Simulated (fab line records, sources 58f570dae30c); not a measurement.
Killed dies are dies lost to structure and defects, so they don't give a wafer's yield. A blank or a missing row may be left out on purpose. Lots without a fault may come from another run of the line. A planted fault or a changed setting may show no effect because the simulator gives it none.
Which tool did it? | flow berkeley_cmos170 | 11 lots, 33 wafers sampled, at 1 step of a route of 331

WHAT THE GAUGES READ, wafer by wafer
UCB170_PWELL_OVL_MEAS_13.
lot  | measured    | on         | PWELL_OVL (nm)
L303 | day 3 10:49 | overlay-02 | -3 -5 10
L304 | day 3 17:52 | overlay-02 | 7 -1 -1
L306 | day 4 00:41 | overlay-02 | 1 -2 -11
L305 | day 4 00:55 | overlay-01 | 0 0 0
L308 | day 4 09:17 | overlay-02 | -7 5 -3
L307 | day 4 09:32 | overlay-02 | -7 -1 -3
L309 | day 4 09:41 | overlay-01 | 6 6 5
L310 | day 4 23:50 | overlay-02 | -8 -5 0
L311 | day 5 00:04 | overlay-02 | 1 2 0
L315 | day 5 20:18 | overlay-01 | -5 -4 3
L316 | day 5 20:35 | overlay-01 | 6 -3 6

WHICH TOOL RAN EACH LOT (tool, then ch and the chambers of the sampled wafers, then the start)
The record holds no process step before these readings.

THE ANSWER, worked out from the rows above alone
Rule: what is usual is taken from the lots themselves. Put in order of their means at a reading, lots are off if they are a third of the lots or fewer, leave a main group of 4 or more, and stand apart from it by a gap of 3 or more times the standard deviation of the main group's means; of several such gaps the widest counts. A main group whose means are all the same, to the digits that the tables above print for the reading, isn't used. A lot without any number at a reading at which 4 lots or more have one is off too. The other lots that the step has rows for count as sound.
No lot is off at any reading shown: from this, nothing can be told.

WHAT THE SIMULATOR HAD PUT IN
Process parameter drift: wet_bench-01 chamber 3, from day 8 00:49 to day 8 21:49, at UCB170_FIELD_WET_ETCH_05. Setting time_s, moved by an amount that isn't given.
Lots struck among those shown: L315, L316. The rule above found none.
